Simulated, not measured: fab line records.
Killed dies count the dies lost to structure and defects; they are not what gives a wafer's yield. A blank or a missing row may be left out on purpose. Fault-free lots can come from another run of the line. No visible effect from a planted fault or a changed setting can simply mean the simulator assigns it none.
One fault through the eyes of 2 desks + flow berkeley_cmos170 + only its own numbers are on each desk; what lay behind them is given at the end

== FOR THE TOOL OWNER'S DESK: plasma_asher-04 ==
The tool's own readings at UCB170_PVT_STRIP_08 (strips in O2): means of the sampled wafers that have a number, for each lot that ran on this tool. If a lot's mean is further than 4 standard deviations from the usual mean, the lot is out of limits and carries the mark OUT (the distance appears in the brackets).
Columns: A = drypump_motor_current_A at UCB170_PVT_STRIP_08, usual 5.8 A; B = oes_product_au at UCB170_PVT_STRIP_08, usual 0.735 a.u.; C = strip_time_to_endpoint_s at UCB170_PVT_STRIP_08, usual 21.65 s
| lot  | first seen here | A   | B                | C     |
|------|-----------------|-----|------------------|-------|
| L149 | day 7 20:53     | 6.1 | 0.730            | 21.62 |
| L151 | day 8 02:26     | 5.9 | 0.735            | 21.61 |
| L153 | day 8 07:34     | 6.2 | 0.674 (-14) OUT  | 21.60 |
| L154 | day 8 07:50     | 5.9 | 0.715 (-4.4) OUT | 21.69 |
| L152 | day 8 08:05     | 5.9 | 0.714 (-4.6) OUT | 21.69 |
This desk finds L152, L153, L154 out of limits, L153 being first, at day 8 07:34 (oes_product_au at UCB170_PVT_STRIP_08). L149, L151 stayed within limits.

== FROM THE METROLOGY DESK ==
What the gauges read for every lot (on any tool): the sampled wafers with a number, averaged. If a lot's mean is further than 4 standard deviations from the usual mean, the lot is out of limits and carries the mark OUT (the distance appears in the brackets).
Columns: A = WELLDRIVE_OXIDE_THK at UCB170_WELLDRIVE_THK_MEAS_02, usual 200 nm; B = cd_nm at UCB170_PLDD_CD_MEAS_06, usual 1199.3 nm
| lot  | first seen here | A   | B      |
|------|-----------------|-----|--------|
| L141 | day 3 13:11     | 203 | 1198.6 |
| L142 | day 3 19:49     | 193 | 1199.4 |
| L143 | day 4 05:31     | 208 | 1199.0 |
| L144 | day 4 05:31     | 206 | 1199.6 |
| L145 | day 4 11:10     | 199 | 1199.6 |
| L147 | day 4 17:21     | 203 | 1198.5 |
| L148 | day 5 02:58     | 199 | 1199.5 |
| L149 | day 5 08:59     | 199 | 1201.2 |
| L151 | day 5 17:49     | 202 | 1200.4 |
| L152 | day 6 01:56     | 201 | 1198.3 |
| L154 | day 6 06:13     | 203 | 1196.7 |
| L153 | day 6 06:14     | 202 | 1200.2 |
| L161 | day 8 00:13     | 202 | 1197.0 |
| L162 | day 8 00:13     | 198 | 1198.3 |
| L163 | day 8 00:13     | 202 | 1198.6 |
This desk found nothing out of limits on any of the 15 lots.

== BROUGHT TOGETHER ==
At day 8 07:34, on L152, L153, L154, the tool owner's desk was in a position to raise an alarm.
Metrology desk: nothing out of limits seen.
The metrology desk holds a record of L152, L153, L154, inside its limits.
Every lot named ran UCB170_PVT_STRIP_08 on plasma_asher-04.

== WHAT WAS PUT IN BY THE SIMULATOR ==
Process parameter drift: plasma_asher-04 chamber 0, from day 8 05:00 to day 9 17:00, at UCB170_PVT_STRIP_08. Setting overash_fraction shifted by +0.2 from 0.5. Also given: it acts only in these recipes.
Lots struck among those shown: L152, L153, L154.
Delay in hours, fault start to first out-of-limits reading, by desk: the tool owner's desk at 3.
